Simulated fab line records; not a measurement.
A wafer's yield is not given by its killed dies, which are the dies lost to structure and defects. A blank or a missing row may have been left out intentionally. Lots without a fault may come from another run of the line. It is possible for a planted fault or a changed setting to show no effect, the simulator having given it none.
2 desks, one fault :: flow berkeleyCmos170 :: only its own numbers are on each desk; what lay behind them is given at the end

== METROLOGY DESK ==
Means of the sampled wafers that have a number, per lot and without regard to the tool the lot ran on: this is what the gauges read. The brackets show how far a lot's mean lies from the usual mean; more than 4 standard deviations puts the lot out of limits, marked OUT.
Columns: A = PWELL_NITRIDE_THK at UCB170_PWELL_THK_MEAS_06, usual 220.2 nm; B = WELLDRIVE_OXIDE_THK at UCB170_WELLDRIVE_THK_MEAS_02, usual 199 nm; C = cdNm at UCB170_GATE_CD_MEAS_90, usual 349.9 nm; D = NSD_TW at UCB170_NSD_TW_MEAS_10, usual 4171; E = NSD_RS at UCB170_SDANNEAL_RS_MEAS_03, usual 37.31 ohm/sq
lot: L847
first seen here: day 3 06:53
A: 218.1
B: 194
C: 349.7
D: 4145
E: 37.28

lot: L846
first seen here: day 3 06:53
A: 219.1
B: 206
C: 349.5
D: 4200
E: 37.33

lot: L848
first seen here: day 3 13:43
A: 219.2
B: 202
C: 349.0
D: 4169
E: 37.42

lot: L849
first seen here: day 3 13:43
A: 221.7
B: 200
C: 351.7
D: 4148
E: 37.27

lot: L851
first seen here: day 4 10:46
A: 218.2
B: 199
C: 351.0
D: 4154
E: 37.14

lot: L852
first seen here: day 4 10:46
A: 217.4
B: 196
C: 350.0
D: 4223
E: 37.31

lot: L853
first seen here: day 4 10:46
A: 220.3
B: 195
C: 348.0
D: 4185
E: 37.29

lot: L854
first seen here: day 5 00:47
A: 221.8
B: 197
C: 351.3
D: 4201
E: 37.22

lot: L855
first seen here: day 5 07:23
A: 220.9
B: 203
C: 349.8
D: 4208
E: 37.31

lot: L860
first seen here: day 6 02:13
A: 219.8
B: 199
C: 347.7
D: 4345 (+7.2) OUT
E: 36.06 (-14) OUT

lot: L861
first seen here: day 6 17:26
A: 218.8
B: 196
C: 350.4
D: 4322 (+6.3) OUT
E: 35.87 (-16) OUT

lot: L862
first seen here: day 6 17:26
A: 219.4
B: 197
C: 348.0
D: 4184
E: 37.35

lot: L866
first seen here: day 7 07:13
A: 221.5
B: 198
C: 349.4
D: 4162
E: 37.38

lot: L869
first seen here: day 8 19:23
A: 218.0
B: 197
C: 350.6
D: 4160
E: 37.19
This desk finds L860, L861 out of limits, with the earliest case on L860 at day 11 04:55 (NSD_TW at UCB170_NSD_TW_MEAS_10). Within limits: L847, L846, L848, L849, L851, L852, L853, L854, L855, L862, L866, L869.

== FOR THE TOOL OWNER'S DESK: implanter-03 ==
The tool's own readings at UCB170_NSD_IMPLANT_08, given as means over the sampled wafers that have a number, one for each lot that went through this tool. The brackets show how far a lot's mean lies from the usual mean; more than 4 standard deviations puts the lot out of limits, marked OUT.
Columns: A = beamEnergyKeV at UCB170_NSD_IMPLANT_08, usual 40.000
lot: L848
first seen here: day 8 03:34
A: 39.994

lot: L852
first seen here: day 9 16:12
A: 40.005

lot: L860
first seen here: day 11 04:40
A: 45.205 (+99 or more) OUT

lot: L861
first seen here: day 11 16:23
A: 45.201 (+99 or more) OUT
This desk finds L860, L861 out of limits, L860 being first, at day 11 04:40 (beamEnergyKeV at UCB170_NSD_IMPLANT_08). Within limits: L848, L852.

== PUT TOGETHER ==
On L860, L861, at day 11 04:40, an alarm was possible from the tool owner's desk.
On L860, L861, the metrology desk was in a position to raise an alarm at day 11 04:55.
Of the lots named, all ran UCB170_NSD_IMPLANT_08 on implanter-03.

== WHAT WAS PUT IN BY THE SIMULATOR ==
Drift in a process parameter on implanter-03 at UCB170_NSD_IMPLANT_08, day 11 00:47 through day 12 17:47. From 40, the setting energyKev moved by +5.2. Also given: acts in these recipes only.
Lots struck among those shown: L860, L861.
Hours from the fault's start to each desk's first reading out of limits: the tool owner's desk, 4; the metrology desk, 4.
